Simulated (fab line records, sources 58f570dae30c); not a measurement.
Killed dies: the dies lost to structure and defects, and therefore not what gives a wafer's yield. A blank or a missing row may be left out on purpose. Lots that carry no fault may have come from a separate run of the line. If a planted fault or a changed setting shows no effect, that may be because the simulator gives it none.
Split-lot study || flow berkeley-cmos170 || route with 331 steps; 5 lots, 23 wafers read

## THE SPLIT
At UCB170_NWELL_PEB_10, the setting peb-temp-c was moved away from the recipe's 130 C on 10 of the 23 wafers read, by -1.8% to +2.7%. All remaining wafers had this setting at the recipe value.

## SPLIT TO READING: what lies between them in the file, 1 step
- UCB170_NWELL_DEVELOP_11: develop time 45 s

## THE READING
NWELL.cd-nm (the simulator's own value, which no gauge read), in nm, at UCB170_NWELL_ETCH_13 (etches Si3N4 in CH3F/Ar/O2, stops on SiO2, target depth 246.4 nm, time 154 s). The file does not state a usual value for it. Here, 13 wafers ran the recipe; their average is 3001 nm with a standard deviation of 1 nm.

{"wafer": "L074.1", "tool, chamber at the split": "litho-track-04, 0", "peb-temp-c as run, C": 130, "against the recipe": "recipe", "NWELL.cd-nm, nm": 3000, "against lot-mates on the recipe": "-"}
{"wafer": "L074.6", "tool, chamber at the split": "litho-track-04, 0", "peb-temp-c as run, C": 130, "against the recipe": "recipe", "NWELL.cd-nm, nm": 3000, "against lot-mates on the recipe": "-"}
{"wafer": "L074.3", "tool, chamber at the split": "litho-track-04, 0", "peb-temp-c as run, C": 130, "against the recipe": "recipe", "NWELL.cd-nm, nm": 3001, "against lot-mates on the recipe": "-"}
{"wafer": "L074.4", "tool, chamber at the split": "litho-track-04, 0", "peb-temp-c as run, C": 127.6, "against the recipe": "-1.8%", "NWELL.cd-nm, nm": 2982, "against lot-mates on the recipe": -18}
{"wafer": "L074.5", "tool, chamber at the split": "litho-track-04, 0", "peb-temp-c as run, C": 127.6, "against the recipe": "-1.8%", "NWELL.cd-nm, nm": 2982, "against lot-mates on the recipe": -18}
{"wafer": "L082.2", "tool, chamber at the split": "litho-track-02, 0", "peb-temp-c as run, C": 132.1, "against the recipe": "+1.6%", "NWELL.cd-nm, nm": 3015, "against lot-mates on the recipe": "+12"}
{"wafer": "L082.3", "tool, chamber at the split": "litho-track-02, 0", "peb-temp-c as run, C": 132.1, "against the recipe": "+1.6%", "NWELL.cd-nm, nm": 3015, "against lot-mates on the recipe": "+12"}
{"wafer": "L082.6", "tool, chamber at the split": "litho-track-02, 0", "peb-temp-c as run, C": 132.1, "against the recipe": "+1.6%", "NWELL.cd-nm, nm": 3015, "against lot-mates on the recipe": "+12"}
{"wafer": "L082.4", "tool, chamber at the split": "litho-track-02, 0", "peb-temp-c as run, C": 130, "against the recipe": "recipe", "NWELL.cd-nm, nm": 3003, "against lot-mates on the recipe": "-"}
{"wafer": "L082.5", "tool, chamber at the split": "litho-track-02, 0", "peb-temp-c as run, C": 130, "against the recipe": "recipe", "NWELL.cd-nm, nm": 3002, "against lot-mates on the recipe": "-"}
{"wafer": "L083.1", "tool, chamber at the split": "litho-track-02, 0", "peb-temp-c as run, C": 133.5, "against the recipe": "+2.7%", "NWELL.cd-nm, nm": 3022, "against lot-mates on the recipe": "+21"}
{"wafer": "L083.2", "tool, chamber at the split": "litho-track-02, 0", "peb-temp-c as run, C": 130, "against the recipe": "recipe", "NWELL.cd-nm, nm": 3001, "against lot-mates on the recipe": "-"}
{"wafer": "L083.5", "tool, chamber at the split": "litho-track-02, 0", "peb-temp-c as run, C": 130, "against the recipe": "recipe", "NWELL.cd-nm, nm": 3001, "against lot-mates on the recipe": "-"}
{"wafer": "L083.4", "tool, chamber at the split": "litho-track-02, 0", "peb-temp-c as run, C": 133.5, "against the recipe": "+2.7%", "NWELL.cd-nm, nm": 3021, "against lot-mates on the recipe": "+20"}
{"wafer": "L083.6", "tool, chamber at the split": "litho-track-02, 0", "peb-temp-c as run, C": 130, "against the recipe": "recipe", "NWELL.cd-nm, nm": 3000, "against lot-mates on the recipe": "-"}
{"wafer": "L084.3", "tool, chamber at the split": "litho-track-01, 0", "peb-temp-c as run, C": 130, "against the recipe": "recipe", "NWELL.cd-nm, nm": 2999, "against lot-mates on the recipe": "-"}
{"wafer": "L084.5", "tool, chamber at the split": "litho-track-01, 0", "peb-temp-c as run, C": 130, "against the recipe": "recipe", "NWELL.cd-nm, nm": 3000, "against lot-mates on the recipe": "-"}
{"wafer": "L084.6", "tool, chamber at the split": "litho-track-01, 0", "peb-temp-c as run, C": 130, "against the recipe": "recipe", "NWELL.cd-nm, nm": 3001, "against lot-mates on the recipe": "-"}
{"wafer": "L085.1", "tool, chamber at the split": "litho-track-02, 0", "peb-temp-c as run, C": 128.3, "against the recipe": "-1.3%", "NWELL.cd-nm, nm": 2989, "against lot-mates on the recipe": -12}
{"wafer": "L085.3", "tool, chamber at the split": "litho-track-02, 0", "peb-temp-c as run, C": 128.3, "against the recipe": "-1.3%", "NWELL.cd-nm, nm": 2990, "against lot-mates on the recipe": -12}
{"wafer": "L085.4", "tool, chamber at the split": "litho-track-02, 0", "peb-temp-c as run, C": 130, "against the recipe": "recipe", "NWELL.cd-nm, nm": 3002, "against lot-mates on the recipe": "-"}
{"wafer": "L085.5", "tool, chamber at the split": "litho-track-02, 0", "peb-temp-c as run, C": 128.3, "against the recipe": "-1.3%", "NWELL.cd-nm, nm": 2988, "against lot-mates on the recipe": -14}
{"wafer": "L085.6", "tool, chamber at the split": "litho-track-02, 0", "peb-temp-c as run, C": 130, "against the recipe": "recipe", "NWELL.cd-nm, nm": 3001, "against lot-mates on the recipe": "-"}

THE FIT
A straight line over all 23 wafers: NWELL.cd-nm changes by +8.67 nm for each +1% of peb-temp-c; r = +0.99; the points scatter about the line by 1.4 nm.
The same after taking each lot's own level away (the mean of its wafers on the recipe; 23 wafers): +8.5 nm for each +1%; r = +0.99; scatter 1.1 nm.
Per that fit: largest peb-temp-c move, reading shift of 23 nm.
The span of the lots' own levels, 3000.0 to 3002.5 nm, comes to 2.4 times the standard deviation stated above.
Consequently the slope shifts little with the lot-to-lot level, the two slopes agreeing.
Check: +22.4 nm against its lot-mates is what the line predicts for one of the wafers moved furthest among these (+2.7%) when that wafer is left out of the fit. It came out at +21.3 nm against them.

## THESE WAFERS: OTHER SPLITS
Other splits were also applied to these wafers ahead of the reading. Each is held against what the fit with the lots' levels taken away leaves over:
{"other split on the same wafers": "UCB170_NWELL_OXIDATION_01 temp-c", "wafers away from the commonest value": 18, "r with NWELL.cd-nm (lot level and that fit taken away)": "+0.00"}

## THE FILE'S OWN FIT
NWELL.cd-nm changes by +8.47 nm for each +1% of peb-temp-c, r = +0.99.
